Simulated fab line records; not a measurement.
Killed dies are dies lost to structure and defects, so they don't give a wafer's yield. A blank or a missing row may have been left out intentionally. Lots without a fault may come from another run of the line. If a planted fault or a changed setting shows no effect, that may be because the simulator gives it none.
A lot that was struck, set against a sound lot -- flow berkeley-cmos170 -- 14 out of 331 route steps
Sound: the wafers L359.2, L359.5, L359.6. Wafers L348.3, L348.5, L348.6 were the ones struck. At the end, the cause is stated.
At each step with rows: each side's tool, then ch and its chambers, then its first start. Under that, the readings that differ: sound wafers -- struck wafers -- difference of the means -- sigmas: that difference in standard deviations of wafers without a fault.
alike: words and numbers the same on both sides, and readings whose means are apart by under 2 such deviations; not compared: readings that were withheld, readings missing a value for some wafer, numbers with overlapping values and no deviation given by the record, and bounds like >300 which may hide the same value.
The two part at a step that has a row with sigmas, a row that says differs or no value, or rows on one side only. Numbers that don't overlap but have no deviation are shown without sigmas and don't part them. A reading that every wafer of one side lacks parts them only if that side has two wafers or more.

first, 1 step without rows for these wafers: UCB170_SILICIDE_PRE_CLEAN_00 (preclean etch time 60 s).
UCB170_SILICIDE_SPUTTER_01: material Ti, target thk 30 nm, time 25 s.
  sound: pvd-sputter-02 at day 10 18:42; struck: pvd-sputter-02 at day 8 17:53
  alike: throttle-valve-pct
UCB170_SILICIDE_RS_MEAS_02: a four-point-probe measurement.
  sound: film-metro-03 at day 10 18:45; struck: film-metro-03 at day 8 17:57
  alike: SILICIDE_TI_RS
UCB170_SILICIDE_THK_MEAS_03: measures by xrf.
  sound: film-metro-03 at day 10 18:52; struck: film-metro-03 at day 8 18:03
  alike: SILICIDE_TI_THK
UCB170_SILICIDE_RTA_04: time 15 s.
  sound on rtp-anneal-01 ch 0, day 10 18:55; struck on rtp-anneal-02 ch 0, day 8 18:07
  alike: lamp-power-pct, wafer_temp_C_max
then, 3 steps without rows for these wafers: UCB170_SILICIDE_WET_ETCH_05 (etches Ti in SPM, time 45 s); UCB170_CONTACT_CLEAN_00 (cleans in SPM, time 600 s); UCB170_CONTACT_CVD_01 (deposits PSG from SiH4/O2/PH3, target thk 700 nm, time 2820 s).
UCB170_CONTACT_THK_MEAS_02:
  sound: film-metro-03 at day 10 21:53; struck: film-metro-03 at day 8 20:52
  alike: CONTACT_PSG_THK
then, 3 steps without rows for these wafers: UCB170_CONTACT_HMDS_03 (prime time 60 s); UCB170_CONTACT_COAT_04 (resist thk 900 nm); UCB170_CONTACT_SOFTBAKE_05 (time 60 s).
UCB170_CONTACT_STRIP_06: strips in O2.
  sound on plasma-asher-02 ch 0,1, day 10 22:23; struck on plasma-asher-03 ch 0,1, day 8 21:25
  no value came back on the struck wafers for chamber-pressure-mTorr (mTorr), drypump-motor-current-A (A), oes-product-au (a.u.), strip-time-to-endpoint-s (s); on the sound wafers chamber-pressure-mTorr (mTorr) reads 3501 3501 3507
reading,sound,struck,difference,sigmas
model.KrF_of_CONTACT_COAT_04.thk-nm (nm),0 0 0,898.2 899.5 898.5,+898.7,
  not compared: rf-hours-counter-h
then, 1 step without rows for these wafers: UCB170_CONTACT_CLEAN_07 (cleans in SPM, time 600 s).

WHERE THEY PART
Only at UCB170_CONTACT_STRIP_06, within this record.

WHY: what had been put in by the simulator
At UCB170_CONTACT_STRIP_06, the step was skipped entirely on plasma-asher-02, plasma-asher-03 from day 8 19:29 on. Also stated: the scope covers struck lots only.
